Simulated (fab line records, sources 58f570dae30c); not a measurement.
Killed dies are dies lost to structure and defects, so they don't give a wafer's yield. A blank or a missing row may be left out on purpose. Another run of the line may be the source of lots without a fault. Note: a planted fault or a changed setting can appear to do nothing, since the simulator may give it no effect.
A struck lot beside a sound one	flow berkeley_cmos170	14 out of 331 route steps
Sound: these wafers, L620.1, L620.4, L620.5. The struck wafers were L628.2, L628.3, L628.6. The cause is given at the end.
For every step that has rows: the tool of each side, followed by ch and its chambers, followed by its first start. Under that, the readings that differ: sound wafers	struck wafers	difference of the means	sigmas: that difference in standard deviations of wafers without a fault.
alike: readings whose means differ by less than 2 such deviations, and words and numbers that are the same on both sides. not compared: withheld readings, readings that some wafer has no value for, bounds like >300 that may hide the same value, and numbers for which the record gives no deviation and whose values overlap.
Wherever a step has rows on one side only, a row that says differs or no value, or a row with sigmas, the two part there. Non-overlapping numbers with no deviation appear without sigmas and do not part them. A reading missing from all wafers of one side parts the sides only when that side holds two or more wafers.

first, 3 steps without rows for these wafers: UCB170_PWELL_CLEAN_00 (cleans in SPM, time 600 s); UCB170_PWELL_CLEAN_01 (cleans in dHF, time 60 s); UCB170_PWELL_OXIDATION_02 (target thk 26.4 nm, ox time 1260 s).
UCB170_PWELL_THK_MEAS_03:
  sound on film_metro-03 at day 4 16:32; struck on film_metro-03 at day 6 02:46
  alike: PWELL_OXIDE_THK
then, 2 steps without rows for these wafers: UCB170_PWELL_ANNEAL_04 (time 900 s); UCB170_PWELL_CVD_05 (deposits Si3N4 from SiH2Cl2/NH3, target thk 220 nm, time 3300 s).
UCB170_PWELL_THK_MEAS_06:
  sound on film_metro-01 at day 4 23:36; struck on film_metro-01 at day 6 13:51
  alike: PWELL_NITRIDE_THK
then, 5 steps without rows for these wafers: UCB170_PWELL_HMDS_07 (prime time 60 s); UCB170_PWELL_COAT_08 (resist thk 900 nm); UCB170_PWELL_SOFTBAKE_09 (time 60 s); UCB170_PWELL_EXPOSE_10 (exposes mask PWELL, target cd 3000 nm); UCB170_PWELL_PEB_11.
UCB170_PWELL_DEVELOP_12: develop time 45 s.
  struck on litho_track-03, day 6 15:00; sound on litho_track-02 ch 0, day 5 01:00
  no value came back on the struck wafers for chill_plate_temp_C (C), develop_time_s (s); on the sound wafers chill_plate_temp_C (C) reads 22.80 22.83 22.86
reading	sound	struck	difference	sigmas
model.KrF_of_PWELL_COAT_08.thk_nm (nm)	886.1 886.4 886.4	897.1 896.3 896.8	+10.4	
UCB170_PWELL_OVL_MEAS_13:
  sound on overlay-02 at day 5 01:40; struck on overlay-02 at day 6 15:07
reading	sound	struck	difference	sigmas
PWELL_OVL (nm)	-11 -10 -7	- - -	no value on the struck wafers	

WHERE THEY PART
At UCB170_PWELL_DEVELOP_12 first; at UCB170_PWELL_OVL_MEAS_13 last (within this record only).

WHY: the cause the simulator had injected
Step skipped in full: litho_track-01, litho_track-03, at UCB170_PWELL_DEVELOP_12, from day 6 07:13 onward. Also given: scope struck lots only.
